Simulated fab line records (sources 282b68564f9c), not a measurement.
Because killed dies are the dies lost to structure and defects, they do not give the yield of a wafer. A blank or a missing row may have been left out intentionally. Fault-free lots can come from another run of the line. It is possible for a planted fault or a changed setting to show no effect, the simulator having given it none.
fab line records :: flow rit_cmos
record
  lots=5
  wafers=23
route steps=202 shown M1@195
start_h: hours from the record's opening day to when the first of the lot's shown wafers began :: wait_h: time in hours since the lot's previous step :: " repeats the value in the row above :: L1.1+2: several wafers, shown together as one row :: - no value, or no start was given :: * or withheld: withheld :: < > ~ a bound
route shown NAME@n: a module of which the file shows steps, and the number in the route of the first :: usual: average and standard deviation across the fault-free wafers :: same: alike in all rows :: chamber/n: place in a boat :: sites: each site's reading :: _std_site: how widely they spread, as a standard deviation :: _edge_site: inner sites' mean taken away from outer sites' mean :: radius_mm: how far each site lies from the wafer's centre :: mask NAME#n: copy n :: behind: tool/chamber where the wafer was last shaped :: hold: why the lot went on hold/how many hours it stayed there/how the hold came to an end :: device: the transistor (n, p or np) that didn't switch :: end of line: the route-end tests of the same wafers :: a step with no rows: only its recipe :: killed: dies that structure and defects cost at the first sort, which is not the same as the wafer's yield :: map: the dies of a wafer, with x for killed, . for not killed, _ for no die there
set.NAME: setting as actually run; set.NAME@STEP: the setting as run at that earlier step :: model.NAME: the simulator's own value behind a step, which no gauge read
one table per step and one row per wafer, for lots whose settings were changed on purpose
## steps
# step RIT_M1_HARDBAKE_11
# recipe
  resist=NOVOLAK
  temp_c=140
  time_s=120
lot.wafer: L074.1
tool: litho_track-01
chamber: 0
start_h: 54.84
wait_h: 0.0
set.temp_c: 137.1
set.resist_thk_nm@M1_COAT_04: 1231
model.NOVOLAK_of_M1_COAT_04.thk_nm: 1080

lot.wafer: L074.2
tool: litho_track-01
chamber: 0
start_h: 54.84
wait_h: 0.0
set.temp_c: 137.1
set.resist_thk_nm@M1_COAT_04: 1300
model.NOVOLAK_of_M1_COAT_04.thk_nm: 1139

lot.wafer: L074.3
tool: litho_track-01
chamber: 0
start_h: 54.84
wait_h: 0.0
set.temp_c: 140
set.resist_thk_nm@M1_COAT_04: 1300
model.NOVOLAK_of_M1_COAT_04.thk_nm: 1136

lot.wafer: L074.4
tool: litho_track-01
chamber: 0
start_h: 54.84
wait_h: 0.0
set.temp_c: 137.1
set.resist_thk_nm@M1_COAT_04: 1231
model.NOVOLAK_of_M1_COAT_04.thk_nm: 1078

lot.wafer: L074.6
tool: litho_track-01
chamber: 0
start_h: 54.84
wait_h: 0.0
set.temp_c: 140
set.resist_thk_nm@M1_COAT_04: 1300
model.NOVOLAK_of_M1_COAT_04.thk_nm: 1138

lot.wafer: L075.1
tool: litho_track-03
chamber: 0
start_h: 59.12
wait_h: 0.0
set.temp_c: 140
set.resist_thk_nm@M1_COAT_04: 1300
model.NOVOLAK_of_M1_COAT_04.thk_nm: 1137

lot.wafer: L075.2
tool: litho_track-03
chamber: 0
start_h: 59.12
wait_h: 0.0
set.temp_c: 142.6
set.resist_thk_nm@M1_COAT_04: 1300
model.NOVOLAK_of_M1_COAT_04.thk_nm: 1132

lot.wafer: L075.3
tool: litho_track-03
chamber: 0
start_h: 59.12
wait_h: 0.0
set.temp_c: 140
set.resist_thk_nm@M1_COAT_04: 1300
model.NOVOLAK_of_M1_COAT_04.thk_nm: 1134

lot.wafer: L075.5
tool: litho_track-03
chamber: 0
start_h: 59.12
wait_h: 0.0
set.temp_c: 142.6
set.resist_thk_nm@M1_COAT_04: 1300
model.NOVOLAK_of_M1_COAT_04.thk_nm: 1131

lot.wafer: L075.6
tool: litho_track-03
chamber: 0
start_h: 59.12
wait_h: 0.0
set.temp_c: 140
set.resist_thk_nm@M1_COAT_04: 1300
model.NOVOLAK_of_M1_COAT_04.thk_nm: 1139

lot.wafer: L077.1
tool: litho_track-04
chamber: 0
start_h: 71.61
wait_h: 0.2
set.temp_c: 138.1
set.resist_thk_nm@M1_COAT_04: 1350
model.NOVOLAK_of_M1_COAT_04.thk_nm: 1188

lot.wafer: L077.2
tool: litho_track-04
chamber: 0
start_h: 71.61
wait_h: 0.2
set.temp_c: 140
set.resist_thk_nm@M1_COAT_04: 1350
model.NOVOLAK_of_M1_COAT_04.thk_nm: 1180

lot.wafer: L077.3
tool: litho_track-04
chamber: 0
start_h: 71.61
wait_h: 0.2
set.temp_c: 140
set.resist_thk_nm@M1_COAT_04: 1300
model.NOVOLAK_of_M1_COAT_04.thk_nm: 1139

lot.wafer: L077.5
tool: litho_track-04
chamber: 0
start_h: 71.61
wait_h: 0.2
set.temp_c: 138.1
set.resist_thk_nm@M1_COAT_04: 1300
model.NOVOLAK_of_M1_COAT_04.thk_nm: 1142

lot.wafer: L077.6
tool: litho_track-04
chamber: 0
start_h: 71.61
wait_h: 0.2
set.temp_c: 138.1
set.resist_thk_nm@M1_COAT_04: 1350
model.NOVOLAK_of_M1_COAT_04.thk_nm: 1186

lot.wafer: L081.1
tool: litho_track-01
chamber: 0
start_h: 91.04
wait_h: 0.0
set.temp_c: 140
set.resist_thk_nm@M1_COAT_04: 1300
model.NOVOLAK_of_M1_COAT_04.thk_nm: -

lot.wafer: L081.2+6
tool: litho_track-01
chamber: 0
start_h: 91.04
wait_h: 0.0
set.temp_c: 140
set.resist_thk_nm@M1_COAT_04: 1241
model.NOVOLAK_of_M1_COAT_04.thk_nm: -

lot.wafer: L081.4
tool: litho_track-01
chamber: 0
start_h: 91.04
wait_h: 0.0
set.temp_c: 140
set.resist_thk_nm@M1_COAT_04: 1300
model.NOVOLAK_of_M1_COAT_04.thk_nm: 1133

lot.wafer: L081.5
tool: litho_track-01
chamber: 0
start_h: 91.04
wait_h: 0.0
set.temp_c: 140
set.resist_thk_nm@M1_COAT_04: 1241
model.NOVOLAK_of_M1_COAT_04.thk_nm: 1087

lot.wafer: L084.4+6
tool: litho_track-01
chamber: 0
start_h: 107.22
wait_h: 0.1
set.temp_c: 140
set.resist_thk_nm@M1_COAT_04: 1300
model.NOVOLAK_of_M1_COAT_04.thk_nm: 1135

lot.wafer: L084.5
tool: litho_track-01
chamber: 0
start_h: 107.22
wait_h: 0.1
set.temp_c: 140
set.resist_thk_nm@M1_COAT_04: 1300
model.NOVOLAK_of_M1_COAT_04.thk_nm: 1140
# step RIT_M1_METAL_ETCH_12
# recipe
  stop_on=SiO2
  chemistry=Cl2/BCl3
  target=Al
  time_s=165
  over_etch_frac=0.5
  pressure_mtorr=100
  target_depth_a=6000
  rf_w=245.2
  Cl2_flow_sccm=60
  bcl3_flow_sccm=50
lot.wafer: L074.1
tool: rie_metal-03
chamber: 1
start_h: 55.09
wait_h: 0.2
set.resist_thk_nm@M1_COAT_04: 1231
model.NOVOLAK_of_M1_COAT_04.thk_nm: 756.6

lot.wafer: L074.2
tool: rie_metal-03
chamber: 0
start_h: 55.09
wait_h: 0.2
set.resist_thk_nm@M1_COAT_04: 1300
model.NOVOLAK_of_M1_COAT_04.thk_nm: 811.6

lot.wafer: L074.3
tool: rie_metal-03
chamber: 1
start_h: 55.09
wait_h: 0.2
set.resist_thk_nm@M1_COAT_04: 1300
model.NOVOLAK_of_M1_COAT_04.thk_nm: 811.4

lot.wafer: L074.4
tool: rie_metal-03
chamber: 0
start_h: 55.09
wait_h: 0.2
set.resist_thk_nm@M1_COAT_04: 1231
model.NOVOLAK_of_M1_COAT_04.thk_nm: 747.3

lot.wafer: L074.6
tool: rie_metal-03
chamber: 0
start_h: 55.09
wait_h: 0.2
set.resist_thk_nm@M1_COAT_04: 1300
model.NOVOLAK_of_M1_COAT_04.thk_nm: 811.5

lot.wafer: L075.1
tool: rie_metal-04
chamber: 1
start_h: 59.37
wait_h: 0.2
set.resist_thk_nm@M1_COAT_04: 1300
model.NOVOLAK_of_M1_COAT_04.thk_nm: 804.3

lot.wafer: L075.2
tool: rie_metal-04
chamber: 0
start_h: 59.37
wait_h: 0.2
set.resist_thk_nm@M1_COAT_04: 1300
model.NOVOLAK_of_M1_COAT_04.thk_nm: 800.6

lot.wafer: L075.3
tool: rie_metal-04
chamber: 0
start_h: 59.37
wait_h: 0.2
set.resist_thk_nm@M1_COAT_04: 1300
model.NOVOLAK_of_M1_COAT_04.thk_nm: 802.1

lot.wafer: L075.5
tool: rie_metal-04
chamber: 0
start_h: 59.37
wait_h: 0.2
set.resist_thk_nm@M1_COAT_04: 1300
model.NOVOLAK_of_M1_COAT_04.thk_nm: 801.6

lot.wafer: L075.6
tool: rie_metal-04
chamber: 1
start_h: 59.37
wait_h: 0.2
set.resist_thk_nm@M1_COAT_04: 1300
model.NOVOLAK_of_M1_COAT_04.thk_nm: 803.1

lot.wafer: L077.1
tool: rie_metal-03
chamber: 0
start_h: 71.86
wait_h: 0.2
set.resist_thk_nm@M1_COAT_04: 1350
model.NOVOLAK_of_M1_COAT_04.thk_nm: 867.1

lot.wafer: L077.2
tool: rie_metal-03
chamber: 1
start_h: 71.86
wait_h: 0.2
set.resist_thk_nm@M1_COAT_04: 1350
model.NOVOLAK_of_M1_COAT_04.thk_nm: 857.2

lot.wafer: L077.3
tool: rie_metal-03
chamber: 0
start_h: 71.86
wait_h: 0.2
set.resist_thk_nm@M1_COAT_04: 1300
model.NOVOLAK_of_M1_COAT_04.thk_nm: 818

lot.wafer: L077.5
tool: rie_metal-03
chamber: 1
start_h: 71.86
wait_h: 0.2
set.resist_thk_nm@M1_COAT_04: 1300
model.NOVOLAK_of_M1_COAT_04.thk_nm: 821.8

lot.wafer: L077.6
tool: rie_metal-03
chamber: 0
start_h: 71.86
wait_h: 0.2
set.resist_thk_nm@M1_COAT_04: 1350
model.NOVOLAK_of_M1_COAT_04.thk_nm: 865.9

lot.wafer: L081.1
tool: rie_metal-04
chamber: 1
start_h: 91.29
wait_h: 0.2
set.resist_thk_nm@M1_COAT_04: 1300
model.NOVOLAK_of_M1_COAT_04.thk_nm: -

lot.wafer: L081.2+6
tool: rie_metal-04
chamber: 0
start_h: 91.29
wait_h: 0.2
set.resist_thk_nm@M1_COAT_04: 1241
model.NOVOLAK_of_M1_COAT_04.thk_nm: -

lot.wafer: L081.4
tool: rie_metal-04
chamber: 0
start_h: 91.29
wait_h: 0.2
set.resist_thk_nm@M1_COAT_04: 1300
model.NOVOLAK_of_M1_COAT_04.thk_nm: 805

lot.wafer: L081.5
tool: rie_metal-04
chamber: 1
start_h: 91.29
wait_h: 0.2
set.resist_thk_nm@M1_COAT_04: 1241
model.NOVOLAK_of_M1_COAT_04.thk_nm: 748.4

lot.wafer: L084.4
tool: rie_metal-04
chamber: 1
start_h: 107.40
wait_h: 0.1
set.resist_thk_nm@M1_COAT_04: 1300
model.NOVOLAK_of_M1_COAT_04.thk_nm: 798.9

lot.wafer: L084.5
tool: rie_metal-04
chamber: 1
start_h: 107.40
wait_h: 0.1
set.resist_thk_nm@M1_COAT_04: 1300
model.NOVOLAK_of_M1_COAT_04.thk_nm: 805

lot.wafer: L084.6
tool: rie_metal-04
chamber: 0
start_h: 107.40
wait_h: 0.1
set.resist_thk_nm@M1_COAT_04: 1300
model.NOVOLAK_of_M1_COAT_04.thk_nm: 806.3
# step RIT_M1_STRIP_13
# recipe
  chemistry=nmp
  resist=NOVOLAK
  temp_c=80
  time_s=600
  dry=n2_spin
# step RIT_M1_STRIP_14
# recipe
  chemistry=O2
  time_s=180
  platen_temp_c=withheld
  power_w=500
  pressure_mtorr=4000
  o2_flow_sccm=4000
# step RIT_M1_ANNEAL_15
# recipe
  temp_c=450
  time_s=1800
  ambient=forming_gas_H2N2
# step RIT_M1_PROBE_99
lot.wafer: L074.1
tool: prober-02
chamber: -
start_h: 58.57
wait_h: 0.1
set.dev_temp_c@GATE_DEVELOP_15: 23
model.etest.pmos_0p15.r_on_ohm_um: 2725
model.etest.pmos_turned.r_on_ohm_um: 3373
model.etest.pmos_0p3.r_on_ohm_um: 6353

lot.wafer: L074.2
tool: prober-02
chamber: -
start_h: 58.62
wait_h: 0.1
set.dev_temp_c@GATE_DEVELOP_15: 23
model.etest.pmos_0p15.r_on_ohm_um: 2739
model.etest.pmos_turned.r_on_ohm_um: 3409
model.etest.pmos_0p3.r_on_ohm_um: 6250

lot.wafer: L074.3
tool: prober-02
chamber: -
start_h: 58.67
wait_h: 0.2
set.dev_temp_c@GATE_DEVELOP_15: 23
model.etest.pmos_0p15.r_on_ohm_um: 2793
model.etest.pmos_turned.r_on_ohm_um: 3448
model.etest.pmos_0p3.r_on_ohm_um: 6315

lot.wafer: L074.4
tool: prober-02
chamber: -
start_h: 58.72
wait_h: 0.2
set.dev_temp_c@GATE_DEVELOP_15: 23
model.etest.pmos_0p15.r_on_ohm_um: 2685
model.etest.pmos_turned.r_on_ohm_um: 3311
model.etest.pmos_0p3.r_on_ohm_um: 6189

lot.wafer: L074.6
tool: prober-02
chamber: -
start_h: 58.82
wait_h: 0.2
set.dev_temp_c@GATE_DEVELOP_15: 23
model.etest.pmos_0p15.r_on_ohm_um: 2736
model.etest.pmos_turned.r_on_ohm_um: 3377
model.etest.pmos_0p3.r_on_ohm_um: 6320

lot.wafer: L075.1
tool: prober-01
chamber: -
start_h: 61.62
wait_h: 0.1
set.dev_temp_c@GATE_DEVELOP_15: 23
model.etest.pmos_0p15.r_on_ohm_um: 2684
model.etest.pmos_turned.r_on_ohm_um: 3319
model.etest.pmos_0p3.r_on_ohm_um: 6269

lot.wafer: L075.2
tool: prober-01
chamber: -
start_h: 61.67
wait_h: 0.1
set.dev_temp_c@GATE_DEVELOP_15: 23
model.etest.pmos_0p15.r_on_ohm_um: 2851
model.etest.pmos_turned.r_on_ohm_um: 3472
model.etest.pmos_0p3.r_on_ohm_um: 6420

lot.wafer: L075.3
tool: prober-01
chamber: -
start_h: 61.72
wait_h: 0.2
set.dev_temp_c@GATE_DEVELOP_15: 24.23
model.etest.pmos_0p15.r_on_ohm_um: 2944
model.etest.pmos_turned.r_on_ohm_um: 3586
model.etest.pmos_0p3.r_on_ohm_um: 6540

lot.wafer: L075.5
tool: prober-01
chamber: -
start_h: 61.82
wait_h: 0.2
set.dev_temp_c@GATE_DEVELOP_15: 23
model.etest.pmos_0p15.r_on_ohm_um: 2774
model.etest.pmos_turned.r_on_ohm_um: 3433
model.etest.pmos_0p3.r_on_ohm_um: 6306

lot.wafer: L075.6
tool: prober-01
chamber: -
start_h: 61.87
wait_h: 0.2
set.dev_temp_c@GATE_DEVELOP_15: 24.23
model.etest.pmos_0p15.r_on_ohm_um: 2905
model.etest.pmos_turned.r_on_ohm_um: 3553
model.etest.pmos_0p3.r_on_ohm_um: 6486

lot.wafer: L077.1
tool: prober-01
chamber: -
start_h: 74.44
wait_h: 0.1
set.dev_temp_c@GATE_DEVELOP_15: 19.84
model.etest.pmos_0p15.r_on_ohm_um: 2338
model.etest.pmos_turned.r_on_ohm_um: 3060
model.etest.pmos_0p3.r_on_ohm_um: 5921

lot.wafer: L077.2
tool: prober-01
chamber: -
start_h: 74.49
wait_h: 0.1
set.dev_temp_c@GATE_DEVELOP_15: 23
model.etest.pmos_0p15.r_on_ohm_um: 2788
model.etest.pmos_turned.r_on_ohm_um: 3470
model.etest.pmos_0p3.r_on_ohm_um: 6467

lot.wafer: L077.3
tool: prober-01
chamber: -
start_h: 74.54
wait_h: 0.2
set.dev_temp_c@GATE_DEVELOP_15: 19.84
model.etest.pmos_0p15.r_on_ohm_um: 2420
model.etest.pmos_turned.r_on_ohm_um: 3173
model.etest.pmos_0p3.r_on_ohm_um: 6065

lot.wafer: L077.5
tool: prober-01
chamber: -
start_h: 74.64
wait_h: 0.2
set.dev_temp_c@GATE_DEVELOP_15: 19.84
model.etest.pmos_0p15.r_on_ohm_um: 2345
model.etest.pmos_turned.r_on_ohm_um: 3002
model.etest.pmos_0p3.r_on_ohm_um: 5897

lot.wafer: L077.6
tool: prober-01
chamber: -
start_h: 74.69
wait_h: 0.2
set.dev_temp_c@GATE_DEVELOP_15: 23
model.etest.pmos_0p15.r_on_ohm_um: 2771
model.etest.pmos_turned.r_on_ohm_um: 3466
model.etest.pmos_0p3.r_on_ohm_um: 6384

lot.wafer: L081.1
tool: prober-01
chamber: -
start_h: 93.92
wait_h: 0.1
set.dev_temp_c@GATE_DEVELOP_15: 23
model.etest.pmos_0p15.r_on_ohm_um: 2684
model.etest.pmos_turned.r_on_ohm_um: 3332
model.etest.pmos_0p3.r_on_ohm_um: 6060

lot.wafer: L081.2
tool: prober-01
chamber: -
start_h: 93.97
wait_h: 0.1
set.dev_temp_c@GATE_DEVELOP_15: 23
model.etest.pmos_0p15.r_on_ohm_um: 2696
model.etest.pmos_turned.r_on_ohm_um: 3348
model.etest.pmos_0p3.r_on_ohm_um: 6015

lot.wafer: L081.4
tool: prober-01
chamber: -
start_h: 94.07
wait_h: 0.2
set.dev_temp_c@GATE_DEVELOP_15: 23
model.etest.pmos_0p15.r_on_ohm_um: 2633
model.etest.pmos_turned.r_on_ohm_um: 3256
model.etest.pmos_0p3.r_on_ohm_um: 6081

lot.wafer: L081.5
tool: prober-01
chamber: -
start_h: 94.12
wait_h: 0.2
set.dev_temp_c@GATE_DEVELOP_15: 21
model.etest.pmos_0p15.r_on_ohm_um: 2388
model.etest.pmos_turned.r_on_ohm_um: 3016
model.etest.pmos_0p3.r_on_ohm_um: 5831

lot.wafer: L081.6
tool: prober-01
chamber: -
start_h: 94.17
wait_h: 0.2
set.dev_temp_c@GATE_DEVELOP_15: 21
model.etest.pmos_0p15.r_on_ohm_um: 2395
model.etest.pmos_turned.r_on_ohm_um: 3018
model.etest.pmos_0p3.r_on_ohm_um: 5774

lot.wafer: L084.4
tool: prober-02
chamber: -
start_h: 109.88
wait_h: 0.2
set.dev_temp_c@GATE_DEVELOP_15: 23
model.etest.pmos_0p15.r_on_ohm_um: 2892
model.etest.pmos_turned.r_on_ohm_um: 3491
model.etest.pmos_0p3.r_on_ohm_um: 6283

lot.wafer: L084.5
tool: prober-02
chamber: -
start_h: 109.93
wait_h: 0.2
set.dev_temp_c@GATE_DEVELOP_15: 23
model.etest.pmos_0p15.r_on_ohm_um: 2835
model.etest.pmos_turned.r_on_ohm_um: 3518
model.etest.pmos_0p3.r_on_ohm_um: 6293

lot.wafer: L084.6
tool: prober-02
chamber: -
start_h: 109.98
wait_h: 0.2
set.dev_temp_c@GATE_DEVELOP_15: 23
model.etest.pmos_0p15.r_on_ohm_um: 2820
model.etest.pmos_turned.r_on_ohm_um: 3477
model.etest.pmos_0p3.r_on_ohm_um: 6157
# killed by level:class
L084.4 GATE:geometric_particle:open=3 FOX1:geometric_particle:short=1 FOX2:geometric_particle:open=1 GATE:geometric_particle:short=1
L084.5 FOX1:geometric_particle:open=1 REOX:geometric_particle:open=1 FOX2:geometric_particle:short=1 GATE:geometric_particle:open=1 SPACER:geometric_particle:short=1
L084.6 FOX1:geometric_particle:short=1 REOX:geometric_particle:open=1 SILICIDE:geometric_particle:short=1
## key
split
  step=RIT_M1_HARDBAKE_11
  setting=temp_c
  stated=140
  by=wafer
response none clear
split outside_this_file step=RIT_GATE_DEVELOP_15 setting=dev_temp_c
split outside_this_file step=RIT_M1_COAT_04 setting=resist_thk_nm
# split outside_this_file: this setting was split too, and the file shows its column; the key of that split is in another file
